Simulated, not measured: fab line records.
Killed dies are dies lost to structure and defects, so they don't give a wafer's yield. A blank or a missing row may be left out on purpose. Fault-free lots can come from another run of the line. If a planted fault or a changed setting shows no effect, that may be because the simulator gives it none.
Check of tool commonality :: flow ritCmos :: 42 wafers sampled across 13 lots

== WHAT PROMPTED THE OPENING ==
Flagged at RIT_GATE_CD_MEAS_16: reading cdNm, on 1 of 13 lots. No-fault wafers: 149.3 nm, standard deviation 2.5.
Rule: a lot is flagged when every wafer of it that has a number lies more than 4 standard deviations from that mean, or none has a number. The other lots count as sound.

lot: L910
measured: day 2 13:56
on: cdSem-01
cdNm (nm), wafer by wafer: 150.6 155.2 156.6
flag: 

lot: L912
measured: day 3 02:31
on: cdSem-01
cdNm (nm), wafer by wafer: 148.9 151.2 151.1
flag: 

lot: L913
measured: day 3 09:40
on: cdSem-01
cdNm (nm), wafer by wafer: 145.8 147.9 146.0
flag: 

lot: L914
measured: day 3 19:22
on: cdSem-01
cdNm (nm), wafer by wafer: 144.2 145.0 149.2
flag: 

lot: L915
measured: day 3 20:52
on: cdSem-01
cdNm (nm), wafer by wafer: 146.7 147.5 147.3
flag: 

lot: L917
measured: day 4 07:58
on: cdSem-01
cdNm (nm), wafer by wafer: 162.1 161.0 162.7 162.7 161.6 162.9
flag: FLAGGED

lot: L925
measured: day 5 23:50
on: cdSem-01
cdNm (nm), wafer by wafer: 149.2 150.0 148.3
flag: 

lot: L927
measured: day 6 07:06
on: cdSem-02
cdNm (nm), wafer by wafer: 149.2 150.4 149.3
flag: 

lot: L928
measured: day 6 13:44
on: cdSem-01
cdNm (nm), wafer by wafer: 148.5 148.3 151.4
flag: 

lot: L930
measured: day 6 20:20
on: cdSem-02
cdNm (nm), wafer by wafer: 147.6 146.4 148.9
flag: 

lot: L931
measured: day 7 03:52
on: cdSem-02
cdNm (nm), wafer by wafer: 152.2 151.7 151.3
flag: 

lot: L933
measured: day 7 09:04
on: cdSem-02
cdNm (nm), wafer by wafer: 149.6 149.6 148.5
flag: 

lot: L932
measured: day 18 19:23
on: cdSem-02
cdNm (nm), wafer by wafer: 149.2 149.8 148.1
flag: 
The numbers of the flagged lots are 162.2 nm on average: +12.9 nm against the usual, or +5 standard deviations.

== EACH LOT AND THE TOOL IT RAN ON ==
3 process steps preceding the reading are held in the record, out of 202 steps in the route. Cell contents, in order: the tool; ch with the chambers the sampled wafers went through; the start.
lot: L910
flag: 
RIT_NRETRO_STRIP_09: plasmaAsher-02 ch 0,1, day 2 07:31
RIT_PRETRO_STRIP_09: plasmaAsher-03 ch 0,1, day 2 09:11
RIT_GATE_EXPOSE_13: ilineStepper-01 ch 0, day 2 13:32

lot: L912
flag: 
RIT_NRETRO_STRIP_09: plasmaAsher-02 ch 0,1, day 2 18:04
RIT_PRETRO_STRIP_09: plasmaAsher-04 ch 1, day 2 19:37
RIT_GATE_EXPOSE_13: ilineStepper-01 ch 0, day 3 01:59

lot: L913
flag: 
RIT_NRETRO_STRIP_09: plasmaAsher-04 ch 0,1, day 2 22:48
RIT_PRETRO_STRIP_09: plasmaAsher-04 ch 0,1, day 3 00:21
RIT_GATE_EXPOSE_13: ilineStepper-02 ch 0, day 3 09:16

lot: L914
flag: 
RIT_NRETRO_STRIP_09: plasmaAsher-03 ch 0,1, day 3 03:14
RIT_PRETRO_STRIP_09: plasmaAsher-03 ch 0,1, day 3 04:47
RIT_GATE_EXPOSE_13: ilineStepper-01 ch 0, day 3 18:58

lot: L915
flag: 
RIT_NRETRO_STRIP_09: plasmaAsher-03 ch 0,1, day 3 07:36
RIT_PRETRO_STRIP_09: plasmaAsher-04 ch 0, day 3 09:13
RIT_GATE_EXPOSE_13: ilineStepper-01 ch 0, day 3 20:28

lot: L917
flag: FLAGGED
RIT_NRETRO_STRIP_09: plasmaAsher-04 ch 0,1, day 3 22:59
RIT_PRETRO_STRIP_09: plasmaAsher-04 ch 0,1, day 4 00:44
RIT_GATE_EXPOSE_13: ilineStepper-01 ch 0, day 4 07:34

lot: L925
flag: 
RIT_NRETRO_STRIP_09: plasmaAsher-04 ch 0,1, day 5 16:41
RIT_PRETRO_STRIP_09: plasmaAsher-04 ch 0,1, day 5 18:14
RIT_GATE_EXPOSE_13: ilineStepper-01 ch 0, day 5 23:26

lot: L927
flag: 
RIT_NRETRO_STRIP_09: plasmaAsher-04 ch 0,1, day 5 21:32
RIT_PRETRO_STRIP_09: plasmaAsher-01 ch 0,1, day 5 23:15
RIT_GATE_EXPOSE_13: ilineStepper-01 ch 0, day 6 06:42

lot: L928
flag: 
RIT_NRETRO_STRIP_09: plasmaAsher-04 ch 0, day 6 05:38
RIT_PRETRO_STRIP_09: plasmaAsher-01 ch 0,1, day 6 07:11
RIT_GATE_EXPOSE_13: ilineStepper-02 ch 0, day 6 13:20

lot: L930
flag: 
RIT_NRETRO_STRIP_09: plasmaAsher-04 ch 0,1, day 6 12:56
RIT_PRETRO_STRIP_09: plasmaAsher-04 ch 0,1, day 6 14:32
RIT_GATE_EXPOSE_13: ilineStepper-01 ch 0, day 6 19:56

lot: L931
flag: 
RIT_NRETRO_STRIP_09: plasmaAsher-03 ch 1, day 6 17:55
RIT_PRETRO_STRIP_09: plasmaAsher-04 ch 0,1, day 6 19:44
RIT_GATE_EXPOSE_13: ilineStepper-02 ch 0, day 7 03:28

lot: L933
flag: 
RIT_NRETRO_STRIP_09: plasmaAsher-02 ch 0,1, day 7 01:25
RIT_PRETRO_STRIP_09: plasmaAsher-03 ch 0,1, day 7 03:21
RIT_GATE_EXPOSE_13: ilineStepper-02 ch 0, day 7 08:40

lot: L932
flag: 
RIT_NRETRO_STRIP_09: plasmaAsher-03 ch 0,1, day 18 10:59
RIT_PRETRO_STRIP_09: plasmaAsher-01 ch 0,1, day 18 12:52
RIT_GATE_EXPOSE_13: ilineStepper-01 ch 0, day 18 18:59
What is done by these steps:
- RIT_NRETRO_STRIP_09: strips in O2, time 180 s.
- RIT_PRETRO_STRIP_09: strips in O2, time 180 s.
- RIT_GATE_EXPOSE_13: exposes mask M6, target cd 150 nm.
- RIT_GATE_CD_MEAS_16: target cd 150 nm.

== FLAGGED OVER TOTAL, TOOL BY TOOL (the gauges that took the reading come last) ==
step: RIT_NRETRO_STRIP_09
tool: plasmaAsher-02
lots run: 3
flagged: 0
share of the flagged lots: none
sound lots run after its first flagged lot: -

step: RIT_NRETRO_STRIP_09
tool: plasmaAsher-03
lots run: 4
flagged: 0
share of the flagged lots: none
sound lots run after its first flagged lot: -

step: RIT_NRETRO_STRIP_09
tool: plasmaAsher-04
lots run: 6
flagged: 1
share of the flagged lots: all
sound lots run after its first flagged lot: 4 (L925,L927,L928,L930)

step: RIT_PRETRO_STRIP_09
tool: plasmaAsher-01
lots run: 3
flagged: 0
share of the flagged lots: none
sound lots run after its first flagged lot: -

step: RIT_PRETRO_STRIP_09
tool: plasmaAsher-03
lots run: 3
flagged: 0
share of the flagged lots: none
sound lots run after its first flagged lot: -

step: RIT_PRETRO_STRIP_09
tool: plasmaAsher-04
lots run: 7
flagged: 1
share of the flagged lots: all
sound lots run after its first flagged lot: 3 (L925,L930,L931)

step: RIT_GATE_EXPOSE_13
tool: ilineStepper-01
lots run: 9
flagged: 1
share of the flagged lots: all
sound lots run after its first flagged lot: 4 (L925,L927,L930,L932)

step: RIT_GATE_EXPOSE_13
tool: ilineStepper-02
lots run: 4
flagged: 0
share of the flagged lots: none
sound lots run after its first flagged lot: -

step: RIT_GATE_CD_MEAS_16
tool: cdSem-01
lots run: 8
flagged: 1
share of the flagged lots: all
sound lots run after its first flagged lot: 2 (L925,L928)

step: RIT_GATE_CD_MEAS_16
tool: cdSem-02
lots run: 5
flagged: 0
share of the flagged lots: none
sound lots run after its first flagged lot: -

== WHAT THE TABLE ALLOWS ==
4 rows of the table ran every flagged lot: plasmaAsher-04 at RIT_NRETRO_STRIP_09, plasmaAsher-04 at RIT_PRETRO_STRIP_09, ilineStepper-01 at RIT_GATE_EXPOSE_13, cdSem-01 at RIT_GATE_CD_MEAS_16.
- plasmaAsher-04 at RIT_NRETRO_STRIP_09: 1 of its 6 lots flagged. Sound lots followed the first flagged one (L925, L927, L928, L930) on it, something a lasting fault affecting the whole tool could not allow.
- plasmaAsher-04 at RIT_PRETRO_STRIP_09: 1 of its 7 lots flagged. Sound lots followed the first flagged one (L925, L930, L931) on it, something a lasting fault affecting the whole tool could not allow.
- ilineStepper-01 at RIT_GATE_EXPOSE_13: 1 of its 9 lots flagged. Sound lots followed the first flagged one (L925, L927, L930, L932) on it, something a lasting fault affecting the whole tool could not allow.
- cdSem-01 at RIT_GATE_CD_MEAS_16: 1 of its 8 lots flagged. Sound lots followed the first flagged one (L925, L928) on it, something a lasting fault affecting the whole tool could not allow.
No row of the table ran every flagged lot and no sound lot after the first.

== WHAT HAD BEEN PUT IN BY THE SIMULATOR ==
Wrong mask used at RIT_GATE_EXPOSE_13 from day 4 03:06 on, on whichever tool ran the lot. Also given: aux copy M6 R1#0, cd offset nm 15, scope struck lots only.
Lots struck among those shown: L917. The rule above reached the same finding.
